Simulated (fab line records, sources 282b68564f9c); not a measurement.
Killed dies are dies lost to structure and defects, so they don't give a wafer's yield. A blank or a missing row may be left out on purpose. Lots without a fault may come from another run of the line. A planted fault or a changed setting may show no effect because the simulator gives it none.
fab line records | flow rit_cmos
record lots=15 wafers=45 last_day=7
route steps=202 shown SPACER@130
lots that met no fault: from a run of the same line without faults
start_h: hours from the record's first day to the start of the lot's first wafer shown | wait_h: hours since the lot's step before | " the same as in the row above | L1.1+2: a row that stands for several wafers | - no value, or no start given | * or withheld: withheld | < > ~ a bound
route shown NAME@n: a module of which the file shows steps, and the number in the route of the first | usual: mean/standard deviation of fault-free wafers | same: alike in all rows | chamber/n: place in a boat | sites: the reading at each site | _std_site: their standard deviation | _edge_site: outer sites' mean less inner sites' | radius_mm: how far each site lies from the wafer's centre | mask NAME#n: copy n | behind: the tool/chamber that last shaped the wafer | hold: why the lot was held/for how many hours/how that ended | device: the transistor (n, p or np) that didn't switch | end of line: the same wafers' tests at the end of the route | a step without rows: its recipe alone | killed: dies lost to structure and defects at the first sort, not the wafer's yield | map: a wafer's dies, x killed, . not, _ none there
set.NAME: the setting as run; set.NAME@STEP: as run at that earlier step | model.NAME: the simulator's own value behind a step, which no gauge read
steps of the route over a sample of lots; a table a step, a row a wafer
services: from which hour (start_h, from the record's first day; less than 0 if before it) a tool's chamber was out of use, for how many hours, and why
## steps
# step RIT_SPACER_ETCHBACK_05
# recipe target_depth_a=2500 SF6_flow_sccm=30 CHF3_flow_sccm=30 target=Si3N4 chemistry=SF6/CHF3 pressure_mtorr=40 rf_w=250 time_s=240 stop_on=SiO2
# usual drypump_motor_current_A=5.6/0.5 oes_product_au=0.835/0.012 run_length_s=268.3/0.38 throttle_valve_pct=10.34/0.15
# columns lot.wafer tool chamber start_h wait_h drypump_motor_current_A oes_product_au rf_hours_counter_h run_length_s throttle_valve_pct
L191.2 rie_diel-01 0 70.38 0.0 5.7 0.844 28 268.4 10.06
L191.3 " 1 " " 4.9 0.830 25 268.2 10.28
L191.5 " 3 " " 6.0 0.837 - 268.0 10.21
L193.1 rie_diel-04 0 86.90 0.1 6.3 0.850 2 268.2 10.60
L193.4 " 1 " " 5.7 0.840 151 268.4 10.26
L193.5 " 0 " " 6.3 0.849 - 267.8 10.63
L194.1 rie_diel-03 3 89.50 0.1 4.7 0.812 5 268.4 10.17
L194.2 " 2 " " 5.6 0.820 7 267.9 10.46
L194.6 " 1 " " 5.6 0.833 - 268.6 10.52
L195.4 rie_diel-01 3 95.23 0.0 6.0 0.833 12 267.9 10.22
L195.5 " 2 " " 6.4 0.843 - 268.1 10.35
L195.6 " 3 " " 6.0 0.847 - 268.1 10.22
L196.4 rie_diel-03 1 95.41 0.0 5.6 0.834 99 268.5 10.50
L196.5 " 2 " " 5.6 0.831 - 267.7 10.47
L196.6 " 1 " " 5.6 0.831 - 268.9 10.51
L200.3 rie_diel-03 1 118.58 0.0 5.6 0.838 100 269.1 10.53
L200.4 " 1 " " 5.6 0.834 - 268.9 10.51
L200.5 " 0 " " 5.1 0.837 - 268.8 10.29
L199.2 rie_diel-03 0 122.31 0.0 5.1 0.848 91 268.4 10.28
L199.4 " 0 " " 5.1 0.823 - 268.7 10.31
L199.5 " 1 " " 5.6 0.838 - 268.7 10.52
L201.2 rie_diel-04 2 122.31 0.0 6.0 0.846 92 267.6 10.38
L201.4 " 3 " " 5.8 0.832 128 268.1 10.38
L201.6 " 2 " " 6.0 0.856 - 267.5 10.39
L203.2 rie_diel-04 1 128.11 0.0 5.6 0.825 152 268.4 10.27
L203.3 " 0 " " 6.3 0.845 3 267.9 10.60
L203.4 " 3 " " 5.8 0.826 128 268.1 10.38
L202.1 rie_diel-03 0 128.27 0.1 5.1 0.674 91 364.8 10.23
L202.3 " 1 " " 5.6 0.681 - 364.9 10.47
L202.6 " 1 " " 5.6 0.679 - 365.2 10.46
L204.1 rie_diel-03 0 131.44 0.1 5.1 0.662 92 364.6 10.23
L204.3 " 0 " " 5.2 0.664 - 364.6 10.23
L204.5 " 1 " " 5.6 0.663 - 364.8 10.46
L205.1 rie_diel-01 1 131.84 0.1 4.9 0.825 26 268.4 10.29
L205.3 " 0 " " 5.7 0.842 29 268.9 10.05
L205.5 " 2 " " 6.4 0.844 - 268.1 10.37
L207.1 rie_diel-03 0 141.19 0.1 5.2 0.655 92 364.5 10.22
L207.5 " 3 " " 4.8 0.647 - 364.4 10.11
L207.6 " 0 " " 5.1 0.658 - 364.3 10.23
L212.2 rie_diel-04 2 160.29 0.0 6.0 0.842 93 267.6 10.40
L212.4 " 0 " " 6.3 0.835 4 268.2 10.61
L212.6 " 1 " " 5.6 0.845 - 268.8 10.27
L213.1 rie_diel-01 0 166.77 0.1 5.7 0.830 30 268.5 10.07
L213.4 " 1 " " 4.9 0.817 27 268.2 10.28
L213.6 " 3 " " 6.0 0.837 - 268.1 10.22
## services
# columns tool chamber start_h hours kind
rie_diel-03 0 50.22 8.6 repair
rie_diel-03 3 61.34 6.4 repair
rie_diel-03 - 74.32 0.6 repair
rie_diel-03 2 105.74 6.5 repair
rie_diel-03 2 117.10 36.1 repair
rie_diel-03 3 127.65 10.4 repair
rie_diel-04 1 137.29 - clean
rie_diel-04 1 137.29 15.5 scheduled_down
rie_diel-04 1 137.29 15.5 vent_cycle
rie_diel-04 2 139.74 10.5 repair
## key
first_sign step=RIT_SPACER_ETCHBACK_05 reading=run_length_s direction=up sigmas=99+ usual=* struck=*
effect step=RIT_SPACER_ETCHBACK_05 reading=oes_product_au direction=down sigmas=14 usual=0.835 struck=0.665
met_at RIT_SPACER_ETCHBACK_05
struck_lots L202,L204,L207
tester_left_out L202,L204,L207
onset_between 122.31 128.27
fault kind=process_parameter_drift tool=rie_diel-03 chamber=- onset_h=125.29 steps=RIT_SPACER_ETCHBACK_05 channel=time_s offset=* shape=step end_h=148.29 acts_in=* stated=*
# tester_left_out: of these lots the tester's yield and bins aren't shown, on N5 and GAA mostly nor the transistor test; their killed dies are dies lost to structure and defects alone, not to doping, threshold or leakage, so they don't give the yield
